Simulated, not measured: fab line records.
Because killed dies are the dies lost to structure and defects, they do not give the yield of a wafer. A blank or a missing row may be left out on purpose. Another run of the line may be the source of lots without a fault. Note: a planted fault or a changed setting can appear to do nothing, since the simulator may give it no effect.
Which of the tools did it? || flow berkeley_cmos170 || 15 lots, 45 wafers sampled, at 5 steps of a route of 331

WHAT EACH GAUGE READ, for each wafer
UCB170_NVT_TW_MEAS_09. Usual: NVT_TW typically reads 525.2, with standard deviation 2.2.
{"lot": "L494", "measured": "day 6 16:31", "on": "film_metro-03", "NVT_TW": "525.6 522.2 523.5", "flag": ""}
{"lot": "L495", "measured": "day 7 06:23", "on": "film_metro-04", "NVT_TW": "527.4 529.1 529.5", "flag": ""}
{"lot": "L496", "measured": "day 7 07:06", "on": "film_metro-04", "NVT_TW": "526.0 527.9 524.6", "flag": ""}
{"lot": "L498", "measured": "day 8 01:01", "on": "film_metro-03", "NVT_TW": "525.9 527.5 525.0", "flag": ""}
{"lot": "L500", "measured": "day 8 01:17", "on": "film_metro-04", "NVT_TW": "523.7 525.4 525.4", "flag": ""}
{"lot": "L497", "measured": "day 8 01:26", "on": "film_metro-03", "NVT_TW": "523.9 525.5 522.8", "flag": ""}
{"lot": "L501", "measured": "day 8 01:43", "on": "film_metro-03", "NVT_TW": "528.1 527.7 527.5", "flag": ""}
{"lot": "L503", "measured": "day 8 10:02", "on": "film_metro-04", "NVT_TW": "523.8 524.2 523.4", "flag": ""}
{"lot": "L505", "measured": "day 8 21:43", "on": "film_metro-04", "NVT_TW": "565.6 561.6 561.9", "flag": "OFF"}
{"lot": "L508", "measured": "day 9 08:53", "on": "film_metro-04", "NVT_TW": "566.6 565.0 569.8", "flag": "OFF"}
{"lot": "L507", "measured": "day 9 09:35", "on": "film_metro-01", "NVT_TW": "569.1 565.3 569.4", "flag": "OFF"}
{"lot": "L513", "measured": "day 10 11:16", "on": "film_metro-01", "NVT_TW": "527.9 527.4 523.5", "flag": ""}
{"lot": "L512", "measured": "day 10 11:34", "on": "film_metro-03", "NVT_TW": "527.0 522.9 525.7", "flag": ""}
{"lot": "L514", "measured": "day 10 21:52", "on": "film_metro-01", "NVT_TW": "523.9 522.8 521.7", "flag": ""}
{"lot": "L516", "measured": "day 11 05:52", "on": "film_metro-01", "NVT_TW": "527.2 526.0 526.7", "flag": ""}

UCB170_V1_CD_MEAS_90: the cd target is 700 nm. Usual: cd_nm 700.0 nm, standard deviation 1.8.
{"lot": "L494", "measured": "day 8 13:44", "on": "cd_sem-02", "cd_nm (nm)": "703.2 701.9 702.7", "flag": ""}
{"lot": "L495", "measured": "day 9 04:49", "on": "cd_sem-01", "cd_nm (nm)": "699.6 700.4 699.6", "flag": ""}
{"lot": "L496", "measured": "day 9 06:01", "on": "cd_sem-01", "cd_nm (nm)": "697.3 697.1 697.6", "flag": ""}
{"lot": "L498", "measured": "day 10 03:19", "on": "cd_sem-01", "cd_nm (nm)": "698.4 699.2 698.5", "flag": ""}
{"lot": "L500", "measured": "day 10 03:03", "on": "cd_sem-01", "cd_nm (nm)": "697.3 700.1 696.7", "flag": ""}
{"lot": "L497", "measured": "day 10 04:19", "on": "cd_sem-02", "cd_nm (nm)": "698.8 698.9 697.1", "flag": ""}
{"lot": "L501", "measured": "day 10 04:07", "on": "cd_sem-02", "cd_nm (nm)": "698.1 697.9 697.6", "flag": ""}
{"lot": "L503", "measured": "day 10 07:47", "on": "cd_sem-02", "cd_nm (nm)": "702.1 700.4 701.9", "flag": ""}
{"lot": "L505", "measured": "day 10 21:46", "on": "cd_sem-01", "cd_nm (nm)": "700.5 701.8 701.4", "flag": ""}
{"lot": "L508", "measured": "day 11 14:41", "on": "cd_sem-02", "cd_nm (nm)": "701.0 700.1 700.8", "flag": ""}
{"lot": "L507", "measured": "day 11 15:02", "on": "cd_sem-02", "cd_nm (nm)": "700.4 699.8 701.6", "flag": ""}
{"lot": "L513", "measured": "day 12 08:23", "on": "cd_sem-01", "cd_nm (nm)": "701.0 698.6 700.0", "flag": ""}
{"lot": "L512", "measured": "day 12 08:13", "on": "cd_sem-02", "cd_nm (nm)": "700.7 701.3 700.0", "flag": ""}
{"lot": "L514", "measured": "day 12 19:08", "on": "cd_sem-02", "cd_nm (nm)": "700.6 700.0 700.2", "flag": ""}
{"lot": "L516", "measured": "day 13 07:28", "on": "cd_sem-01", "cd_nm (nm)": "700.0 699.3 700.7", "flag": ""}

UCB170_M2_OVL_MEAS_16. Usual: M2_OVL typically reads -1 nm, with standard deviation 5.7.
{"lot": "L494", "measured": "day 8 16:13", "on": "overlay-01", "M2_OVL (nm)": "1 -3 -2", "flag": ""}
{"lot": "L495", "measured": "day 9 07:14", "on": "overlay-01", "M2_OVL (nm)": "4 2 0", "flag": ""}
{"lot": "L496", "measured": "day 9 08:28", "on": "overlay-02", "M2_OVL (nm)": "-5 -1 -10", "flag": ""}
{"lot": "L498", "measured": "day 10 06:55", "on": "overlay-01", "M2_OVL (nm)": "-3 0 -1", "flag": ""}
{"lot": "L500", "measured": "day 10 06:25", "on": "overlay-02", "M2_OVL (nm)": "-15 -12 -9", "flag": ""}
{"lot": "L497", "measured": "day 10 08:12", "on": "overlay-01", "M2_OVL (nm)": "2 -5 -1", "flag": ""}
{"lot": "L501", "measured": "day 10 07:50", "on": "overlay-02", "M2_OVL (nm)": "-9 0 -10", "flag": ""}
{"lot": "L503", "measured": "day 10 10:08", "on": "overlay-02", "M2_OVL (nm)": "-10 -12 -9", "flag": ""}
{"lot": "L505", "measured": "day 11 02:18", "on": "overlay-01", "M2_OVL (nm)": "4 0 6", "flag": ""}
{"lot": "L508", "measured": "day 11 17:08", "on": "overlay-01", "M2_OVL (nm)": "-10 -5 -3", "flag": ""}
{"lot": "L507", "measured": "day 11 17:37", "on": "overlay-02", "M2_OVL (nm)": "-7 -6 -5", "flag": ""}
{"lot": "L513", "measured": "day 12 10:42", "on": "overlay-02", "M2_OVL (nm)": "1 4 -2", "flag": ""}
{"lot": "L512", "measured": "day 12 10:28", "on": "overlay-01", "M2_OVL (nm)": "2 -2 -1", "flag": ""}
{"lot": "L514", "measured": "day 12 21:24", "on": "overlay-02", "M2_OVL (nm)": "2 0 4", "flag": ""}
{"lot": "L516", "measured": "day 13 10:01", "on": "overlay-02", "M2_OVL (nm)": "-4 1 4", "flag": ""}

TOOL THAT RAN EACH LOT (tool first, then ch and the chambers of the sampled wafers, then the start)
{"lot": "L494", "UCB170_NVT_IMPLANT_07": "implanter-01 ch 0, day 6 16:17", "UCB170_CONTACT_ETCH_18": "rie_diel-04 ch 1,3, day 8 13:44 or earlier"}
{"lot": "L495", "UCB170_NVT_IMPLANT_07": "implanter-02 ch 0, day 7 06:10", "UCB170_CONTACT_ETCH_18": "rie_diel-03 ch 2,3, day 9 04:49 or earlier"}
{"lot": "L496", "UCB170_NVT_IMPLANT_07": "implanter-03 ch 0, day 7 06:53", "UCB170_CONTACT_ETCH_18": "rie_diel-01 ch 1,3, day 9 06:01 or earlier"}
{"lot": "L498", "UCB170_NVT_IMPLANT_07": "implanter-03 ch 0, day 8 00:47", "UCB170_CONTACT_ETCH_18": "rie_diel-03 ch 0,1,2, day 10 03:19 or earlier"}
{"lot": "L500", "UCB170_NVT_IMPLANT_07": "implanter-01 ch 0, day 8 01:02", "UCB170_CONTACT_ETCH_18": "rie_diel-01 ch 0,2,3, day 10 03:03 or earlier"}
{"lot": "L497", "UCB170_NVT_IMPLANT_07": "implanter-02 ch 0, day 8 01:11", "UCB170_CONTACT_ETCH_18": "rie_diel-03 ch 1,2,3, day 10 04:19 or earlier"}
{"lot": "L501", "UCB170_NVT_IMPLANT_07": "implanter-03 ch 0, day 8 01:29", "UCB170_CONTACT_ETCH_18": "rie_diel-01 ch 0,1,2, day 10 04:07 or earlier"}
{"lot": "L503", "UCB170_NVT_IMPLANT_07": "implanter-01 ch 0, day 8 09:47", "UCB170_CONTACT_ETCH_18": "rie_diel-01 ch 0,1,3, day 10 07:47 or earlier"}
{"lot": "L505", "UCB170_NVT_IMPLANT_07": "implanter-03 ch 0, day 8 21:28", "UCB170_CONTACT_ETCH_18": "rie_diel-01 ch 1,2,3, day 10 21:46 or earlier"}
{"lot": "L508", "UCB170_NVT_IMPLANT_07": "implanter-03 ch 0, day 9 08:38", "UCB170_CONTACT_ETCH_18": "rie_diel-03 ch 1,2,3, day 11 14:41 or earlier"}
{"lot": "L507", "UCB170_NVT_IMPLANT_07": "implanter-03 ch 0, day 9 09:20", "UCB170_CONTACT_ETCH_18": "rie_diel-04 ch 1,2, day 11 15:02 or earlier"}
{"lot": "L513", "UCB170_NVT_IMPLANT_07": "implanter-02 ch 0, day 10 11:01", "UCB170_CONTACT_ETCH_18": "rie_diel-04 ch 0,1,3, day 12 08:23 or earlier"}
{"lot": "L512", "UCB170_NVT_IMPLANT_07": "implanter-01 ch 0, day 10 11:20", "UCB170_CONTACT_ETCH_18": "rie_diel-01 ch 0,1, day 12 08:13 or earlier"}
{"lot": "L514", "UCB170_NVT_IMPLANT_07": "implanter-01 ch 0, day 10 21:37", "UCB170_CONTACT_ETCH_18": "rie_diel-01 ch 1,2,3, day 12 19:08 or earlier"}
{"lot": "L516", "UCB170_NVT_IMPLANT_07": "implanter-01 ch 0, day 11 05:38", "UCB170_CONTACT_ETCH_18": "rie_diel-03 ch 2,3, day 13 07:28 or earlier"}
- UCB170_NVT_IMPLANT_07
- UCB170_CONTACT_ETCH_18: etches PSG in CHF3/CF4/Ar, stops on TiSi2, target depth 840 nm, time 195 s.

WHAT THE TOOLS THEMSELVES READ (means of the sampled wafers that have a number; where no wafer has one, the mark that the record gives instead)
UCB170_NVT_IMPLANT_07. Usual: beam_energy_keV 49.998, standard deviation 0.014.
{"lot": "L494", "tool": "implanter-01", "beam_energy_keV": 50.001, "flag": ""}
{"lot": "L495", "tool": "implanter-02", "beam_energy_keV": 50.004, "flag": ""}
{"lot": "L496", "tool": "implanter-03", "beam_energy_keV": 49.998, "flag": ""}
{"lot": "L498", "tool": "implanter-03", "beam_energy_keV": 49.972, "flag": ""}
{"lot": "L500", "tool": "implanter-01", "beam_energy_keV": 49.997, "flag": ""}
{"lot": "L497", "tool": "implanter-02", "beam_energy_keV": 49.991, "flag": ""}
{"lot": "L501", "tool": "implanter-03", "beam_energy_keV": 49.999, "flag": ""}
{"lot": "L503", "tool": "implanter-01", "beam_energy_keV": 49.998, "flag": ""}
{"lot": "L505", "tool": "implanter-03", "beam_energy_keV": 67.487, "flag": "OFF"}
{"lot": "L508", "tool": "implanter-03", "beam_energy_keV": 67.521, "flag": "OFF"}
{"lot": "L507", "tool": "implanter-03", "beam_energy_keV": 67.478, "flag": "OFF"}
{"lot": "L513", "tool": "implanter-02", "beam_energy_keV": 50.000, "flag": ""}
{"lot": "L512", "tool": "implanter-01", "beam_energy_keV": 50.008, "flag": ""}
{"lot": "L514", "tool": "implanter-01", "beam_energy_keV": 50.007, "flag": ""}
{"lot": "L516", "tool": "implanter-01", "beam_energy_keV": 50.007, "flag": ""}

UCB170_CONTACT_ETCH_18. Usual: drypump_motor_current_A 5.7 A, standard deviation 0.42; oes_product_au 0.898 a.u., standard deviation 0.011; throttle_valve_pct 6.89 %, standard deviation 0.13.
{"lot": "L494", "tool": "rie_diel-04", "drypump_motor_current_A (A)": 6.1, "oes_product_au (a.u.)": 0.886, "throttle_valve_pct (%)": 6.83, "flag": ""}
{"lot": "L495", "tool": "rie_diel-03", "drypump_motor_current_A (A)": 6.0, "oes_product_au (a.u.)": 0.899, "throttle_valve_pct (%)": 7.06, "flag": ""}
{"lot": "L496", "tool": "rie_diel-01", "drypump_motor_current_A (A)": 5.6, "oes_product_au (a.u.)": 0.899, "throttle_valve_pct (%)": 6.94, "flag": ""}
{"lot": "L498", "tool": "rie_diel-03", "drypump_motor_current_A (A)": 5.7, "oes_product_au (a.u.)": 0.905, "throttle_valve_pct (%)": 6.99, "flag": ""}
{"lot": "L500", "tool": "rie_diel-01", "drypump_motor_current_A (A)": 5.6, "oes_product_au (a.u.)": 0.891, "throttle_valve_pct (%)": 6.95, "flag": ""}
{"lot": "L497", "tool": "rie_diel-03", "drypump_motor_current_A (A)": 5.9, "oes_product_au (a.u.)": 0.900, "throttle_valve_pct (%)": 7.03, "flag": ""}
{"lot": "L501", "tool": "rie_diel-01", "drypump_motor_current_A (A)": 5.6, "oes_product_au (a.u.)": 0.895, "throttle_valve_pct (%)": 6.84, "flag": ""}
{"lot": "L503", "tool": "rie_diel-01", "drypump_motor_current_A (A)": 5.5, "oes_product_au (a.u.)": 0.895, "throttle_valve_pct (%)": 6.86, "flag": ""}
{"lot": "L505", "tool": "rie_diel-01", "drypump_motor_current_A (A)": 5.7, "oes_product_au (a.u.)": 0.898, "throttle_valve_pct (%)": 6.93, "flag": ""}
{"lot": "L508", "tool": "rie_diel-03", "drypump_motor_current_A (A)": 6.0, "oes_product_au (a.u.)": 0.900, "throttle_valve_pct (%)": 7.05, "flag": ""}
{"lot": "L507", "tool": "rie_diel-04", "drypump_motor_current_A (A)": 5.4, "oes_product_au (a.u.)": 0.900, "throttle_valve_pct (%)": 6.87, "flag": ""}
{"lot": "L513", "tool": "rie_diel-04", "drypump_motor_current_A (A)": 6.0, "oes_product_au (a.u.)": 0.893, "throttle_valve_pct (%)": 6.78, "flag": ""}
{"lot": "L512", "tool": "rie_diel-01", "drypump_motor_current_A (A)": 5.3, "oes_product_au (a.u.)": 0.893, "throttle_valve_pct (%)": 6.78, "flag": ""}
{"lot": "L514", "tool": "rie_diel-01", "drypump_motor_current_A (A)": 5.8, "oes_product_au (a.u.)": 0.902, "throttle_valve_pct (%)": 6.90, "flag": ""}
{"lot": "L516", "tool": "rie_diel-03", "drypump_motor_current_A (A)": 6.0, "oes_product_au (a.u.)": 0.906, "throttle_valve_pct (%)": 7.06, "flag": ""}

THE ANSWER, worked out from the rows above alone
Rule: a lot is off if the mean of its wafers that have a number lies more than 3 standard deviations from the usual mean. A lot without any number at a reading at which 4 lots or more have one is off too. Any other lot the step has rows for is counted as sound. After the gauges, taken in route order, come the tools' own readings; for these a lot's mean is taken, as printed above. At the first step where some lot is off, the reading lying furthest off is the one used; lots without a number count as furthest.
Off: L505, L508, L507, seen at UCB170_NVT_TW_MEAS_09 (NVT_TW).
A tool fits if, at a process step before that reading, it ran every lot that is off, and no sound lot after the first of them. The gauges at UCB170_NVT_TW_MEAS_09 aren't tried: what is off there is off at UCB170_NVT_IMPLANT_07 too, on other tools, and a gauge's error can't cause that. One fits: UCB170_NVT_IMPLANT_07 on implanter-03. A fault onset in the window from L501 (day 8 01:29, its last sound lot) to L505 (day 8 21:28, its first lot off) fits.
The tool's own readings at UCB170_NVT_IMPLANT_07 bear it out: on the lots that are off they differ by more than 5 times the standard deviation of the sound lots' means. beam_energy_keV reads 67.495 there against 49.998 on the sound lots.

WHAT WAS PUT IN BY THE SIMULATOR
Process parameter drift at UCB170_NVT_IMPLANT_07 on implanter-03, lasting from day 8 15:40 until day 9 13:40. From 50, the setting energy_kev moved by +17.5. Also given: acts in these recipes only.
Lots struck among those shown: L505, L508, L507. The same result came from the rule above.
